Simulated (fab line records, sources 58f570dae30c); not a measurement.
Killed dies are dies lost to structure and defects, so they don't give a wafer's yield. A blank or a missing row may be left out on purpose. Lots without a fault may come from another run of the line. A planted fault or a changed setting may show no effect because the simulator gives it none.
Tool commonality check | flow berkeley_cmos170 | 15 lots, 45 wafers sampled

WHY IT WAS OPENED
At UCB170_CONTACT_OVL_MEAS_16 the reading CONTACT_OVL is flagged on 4 of 15 lots. Wafers without a fault read 2 nm, standard deviation 5.
Rule: a lot is flagged when every wafer of it that has a number lies more than 4 standard deviations from that mean, or none has a number. The other lots count as sound.

lot  | measured     | on         | CONTACT_OVL (nm), wafer by wafer | flag
L266 | day 7 21:04  | overlay-02 | 4 7 7                            |
L265 | day 7 22:26  | overlay-02 | -1 -2 -2                         |
L267 | day 8 01:16  | overlay-01 | 3 0 0                            |
L269 | day 8 06:15  | overlay-02 | -5 2 4                           |
L268 | day 8 07:26  | overlay-02 | -4 0 -3                          |
L272 | day 8 08:55  | overlay-02 | -131 -125 -124                   | FLAGGED
L270 | day 8 09:01  | overlay-01 | -137 -131 -132                   | FLAGGED
L271 | day 8 12:57  | overlay-02 | -124 -119 -129                   | FLAGGED
L273 | day 9 00:05  | overlay-01 | -128 -125 -130                   | FLAGGED
L278 | day 10 05:51 | overlay-02 | -5 3 15                          |
L281 | day 11 03:58 | overlay-01 | 7 10 2                           |
L286 | day 11 22:00 | overlay-02 | 5 -1 2                           |
L285 | day 12 00:22 | overlay-02 | 4 0 3                            |
L288 | day 12 13:08 | overlay-01 | 3 1 0                            |
L287 | day 12 13:41 | overlay-02 | -6 -7 -3                         |
The numbers of the flagged lots are -128 nm on average: -130 nm against the usual, or -26 standard deviations.

WHICH TOOL RAN EACH LOT
The record holds 1 process step before the reading, out of a route of 331 steps. In each cell: the tool, then ch and the chambers that the sampled wafers went through, then the start.
lot  | flag    | UCB170_CONTACT_EXPOSE_12
L266 |         | krf_scanner-02 ch 0, day 7 20:29
L265 |         | krf_scanner-02 ch 0, day 7 21:53
L267 |         | krf_scanner-01 ch 0, day 8 00:31
L269 |         | krf_scanner-02 ch 0, day 8 05:44
L268 |         | krf_scanner-02 ch 0, day 8 06:58
L272 | FLAGGED | krf_scanner-02 ch 0, day 8 08:27
L270 | FLAGGED | krf_scanner-02 ch 0, day 8 08:30
L271 | FLAGGED | krf_scanner-02 ch 0, day 8 12:26
L273 | FLAGGED | krf_scanner-02 ch 0, day 8 23:28
L278 |         | krf_scanner-01 ch 0, day 10 05:20
L281 |         | krf_scanner-01 ch 0, day 11 03:06
L286 |         | krf_scanner-01 ch 0, day 11 21:31
L285 |         | krf_scanner-01 ch 0, day 11 23:07
L288 |         | krf_scanner-01 ch 0, day 12 12:28
L287 |         | krf_scanner-01 ch 0, day 12 12:43
What these steps do:
- UCB170_CONTACT_EXPOSE_12: exposes mask CONT, target cd 700 nm.
- UCB170_CONTACT_OVL_MEAS_16

FLAGGED OVER TOTAL, TOOL BY TOOL (the gauges that took the reading come last)
step                       | tool           | lots run | flagged | share of the flagged lots | sound lots run after its first flagged lot
UCB170_CONTACT_EXPOSE_12   | krf_scanner-01 | 7        | 0       | none                      | -
UCB170_CONTACT_EXPOSE_12   | krf_scanner-02 | 8        | 4       | all                       | 0
UCB170_CONTACT_OVL_MEAS_16 | overlay-01     | 5        | 2       | some                      | 2 (L281,L288)
UCB170_CONTACT_OVL_MEAS_16 | overlay-02     | 10       | 2       | some                      | 4 (L278,L286,L285,L287)

WHAT THE TABLE ALLOWS
1 row of the table ran every flagged lot: krf_scanner-02 at UCB170_CONTACT_EXPOSE_12.
- krf_scanner-02 at UCB170_CONTACT_EXPOSE_12: 4 of its 8 lots flagged. Its last sound lot is L268 (day 8 06:58), its first flagged lot L272 (day 8 08:27): a fault that began between those two fits.
One tool is left: krf_scanner-02 at UCB170_CONTACT_EXPOSE_12.

WHAT THE SIMULATOR HAD PUT IN
Scanner matching overlay: krf_scanner-02, from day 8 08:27 on, at UCB170_CONTACT_EXPOSE_12. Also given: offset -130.
Lots struck among those shown: L272, L270, L271, L273. The rule above found the same.
